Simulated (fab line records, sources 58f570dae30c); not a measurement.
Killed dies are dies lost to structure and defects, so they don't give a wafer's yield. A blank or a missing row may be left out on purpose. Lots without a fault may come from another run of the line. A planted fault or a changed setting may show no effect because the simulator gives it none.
Which tool did it? | flow berkeley_cmos170 | 11 lots, 33 wafers sampled, at 5 steps of a route of 331

WHAT THE GAUGES READ, wafer by wafer
UCB170_SACOX_THK_MEAS_02. Usual: SACOX_OXIDE_THK 14.3 nm, standard deviation 0.34.
lot  | measured    | on            | SACOX_OXIDE_THK (nm) | flag
L365 | day 6 06:49 | film_metro-01 | 14.8 14.7 14.7       |
L370 | day 6 17:35 | film_metro-01 | 15.0 15.1 15.2       |
L367 | day 6 17:39 | film_metro-02 | 14.7 14.9 14.8       |
L368 | day 6 17:36 | film_metro-02 | 14.5 14.4 14.6       |
L366 | day 6 17:35 | film_metro-04 | 14.5 14.5 14.4       |
L369 | day 6 17:40 | film_metro-01 | 14.2 14.3 14.5       |
L371 | day 7 03:51 | film_metro-01 | 13.9 14.1 13.9       |
L372 | day 7 03:50 | film_metro-04 | 14.7 14.6 14.4       |
L373 | day 7 03:50 | film_metro-02 | 14.4 14.4 14.6       |
L374 | day 8 00:56 | film_metro-04 | 14.6 14.8 14.7       |
L375 | day 8 05:58 | film_metro-04 | 14.1 14.0 14.0       |

UCB170_PVT_TW_MEAS_09. Usual: PVT_TW 512, standard deviation 3.7.
lot  | measured    | on            | PVT_TW      | flag
L365 | day 7 00:26 | film_metro-03 | 507 509 507 |
L370 | day 7 10:08 | film_metro-03 | 506 511 506 |
L367 | day 7 10:54 | film_metro-01 | 514 516 516 |
L368 | day 7 10:53 | film_metro-03 | 508 511 509 |
L366 | day 7 11:08 | film_metro-02 | 508 507 508 |
L369 | day 7 10:36 | film_metro-01 | 514 516 512 |
L371 | day 8 00:47 | film_metro-01 | 262 261 264 | OFF
L372 | day 8 00:57 | film_metro-01 | 263 262 262 | OFF
L373 | day 8 00:30 | film_metro-03 | 511 510 512 |
L374 | day 8 17:54 | film_metro-01 | 263 264 263 | OFF
L375 | day 8 18:10 | film_metro-03 | 261 261 260 | OFF

WHICH TOOL RAN EACH LOT (tool, then ch and the chambers of the sampled wafers, then the start)
lot  | UCB170_ACTIVE_ETCH_15             | UCB170_PFIELD_STRIP_08              | UCB170_PVT_IMPLANT_07
L365 | rie_diel-02 ch 0,1,2, day 5 08:29 | plasma_asher-01 ch 0,1, day 5 10:01 | implanter-04 ch 0, day 7 00:11
L370 | rie_diel-04 ch 1,2,3, day 5 15:56 | plasma_asher-04 ch 0,1, day 5 18:32 | implanter-03 ch 0, day 7 09:53
L367 | rie_diel-03 ch 0,2, day 5 16:11   | plasma_asher-01 ch 0, day 5 18:49   | implanter-03 ch 0, day 7 10:39
L368 | rie_diel-02 ch 0,1,3, day 5 16:18 | plasma_asher-04 ch 0,1, day 5 19:05 | implanter-04 ch 0, day 7 10:38
L366 | rie_diel-04 ch 1,2,3, day 5 16:25 | plasma_asher-01 ch 1, day 5 19:14   | implanter-01 ch 0, day 7 10:53
L369 | rie_diel-03 ch 1,2,3, day 5 16:40 | plasma_asher-04 ch 0, day 5 19:25   | implanter-01 ch 0, day 7 10:22
L371 | rie_diel-03 ch 0,1,2, day 5 23:43 | plasma_asher-01 ch 0,1, day 6 04:17 | implanter-01 ch 0, day 8 00:33
L372 | rie_diel-02 ch 0,2,3, day 5 23:59 | plasma_asher-03 ch 0,1, day 6 04:17 | implanter-04 ch 0, day 8 00:42
L373 | rie_diel-03 ch 0,1,2, day 6 00:13 | plasma_asher-04 ch 0,1, day 6 04:43 | implanter-03 ch 0, day 8 00:15
L374 | rie_diel-03 ch 0,1, day 6 21:56   | plasma_asher-01 ch 0,1, day 7 00:18 | implanter-01 ch 0, day 8 17:40
L375 | rie_diel-03 ch 0,2,3, day 7 05:11 | plasma_asher-04 ch 0,1, day 7 07:38 | implanter-04 ch 0, day 8 17:55
- UCB170_ACTIVE_ETCH_15: etches Si3N4 in CH3F/Ar/O2, stops on SiO2, target depth 242 nm, time 151 s.
- UCB170_PFIELD_STRIP_08: strips in O2.
- UCB170_PVT_IMPLANT_07

WHAT THE TOOLS THEMSELVES READ (means of the sampled wafers that have a number; where no wafer has one, the mark that the record gives instead)
UCB170_ACTIVE_ETCH_15. Usual: drypump_motor_current_A 5.7 A, standard deviation 0.48; oes_product_au 0.934 a.u., standard deviation 0.017; throttle_valve_pct 8.06 %, standard deviation 0.11.
lot  | tool        | drypump_motor_current_A (A) | oes_product_au (a.u.) | throttle_valve_pct (%) | flag
L365 | rie_diel-02 | 5.7                         | 0.943                 | 8.17                   |
L370 | rie_diel-04 | 6.0                         | 0.949                 | 8.13                   |
L367 | rie_diel-03 | 6.1                         | 0.920                 | 7.89                   |
L368 | rie_diel-02 | 5.2                         | 0.926                 | 8.11                   |
L366 | rie_diel-04 | 6.0                         | 0.952                 | 8.13                   |
L369 | rie_diel-03 | 5.7                         | 0.937                 | 8.07                   |
L371 | rie_diel-03 | 6.0                         | 0.932                 | 7.98                   |
L372 | rie_diel-02 | 5.6                         | 0.949                 | 8.08                   |
L373 | rie_diel-03 | 6.0                         | 0.929                 | 7.99                   |
L374 | rie_diel-03 | 5.9                         | 0.921                 | 7.95                   |
L375 | rie_diel-03 | 5.8                         | 0.930                 | 7.98                   |

UCB170_PFIELD_STRIP_08. Usual: drypump_motor_current_A 5.38 A, standard deviation 0.26; oes_product_au 0.734 a.u., standard deviation 0.0044; strip_time_to_endpoint_s 21.59 s, standard deviation 0.066.
lot  | tool            | drypump_motor_current_A (A) | oes_product_au (a.u.) | strip_time_to_endpoint_s (s) | flag
L365 | plasma_asher-01 | 5.34                        | 0.737                 | 21.59                        |
L370 | plasma_asher-04 | 5.24                        | 0.733                 | 21.65                        |
L367 | plasma_asher-01 | 5.19                        | 0.733                 | 21.61                        |
L368 | plasma_asher-04 | 5.12                        | 0.731                 | 21.58                        |
L366 | plasma_asher-01 | 5.60                        | 0.734                 | 21.61                        |
L369 | plasma_asher-04 | 5.37                        | 0.732                 | 21.62                        |
L371 | plasma_asher-01 | 5.48                        | 0.734                 | 21.73                        |
L372 | plasma_asher-03 | 5.73                        | 0.733                 | 21.64                        |
L373 | plasma_asher-04 | 5.13                        | 0.733                 | 21.53                        |
L374 | plasma_asher-01 | 5.46                        | 0.733                 | 21.67                        |
L375 | plasma_asher-04 | 5.12                        | 0.731                 | 21.58                        |

THE ANSWER, worked out from the rows above alone
Rule: a lot is off if the mean of its wafers that have a number lies more than 3 standard deviations from the usual mean. A lot without any number at a reading at which 4 lots or more have one is off too. The other lots that the step has rows for count as sound. The gauges are gone through in route order, then the tools' own readings, and for those a lot's mean is taken as printed above. The first step at which some lot is off is used, and at that step the reading that is off furthest; a lot without a number counts as furthest.
Off: L371, L372, L374, L375, at UCB170_PVT_TW_MEAS_09 (PVT_TW).
A tool fits if, at a process step before that reading, it ran every lot that is off, and no sound lot after the first of them. The gauges at UCB170_PVT_TW_MEAS_09 are tried like those tools. None of those tried fits.

WHAT THE SIMULATOR HAD PUT IN
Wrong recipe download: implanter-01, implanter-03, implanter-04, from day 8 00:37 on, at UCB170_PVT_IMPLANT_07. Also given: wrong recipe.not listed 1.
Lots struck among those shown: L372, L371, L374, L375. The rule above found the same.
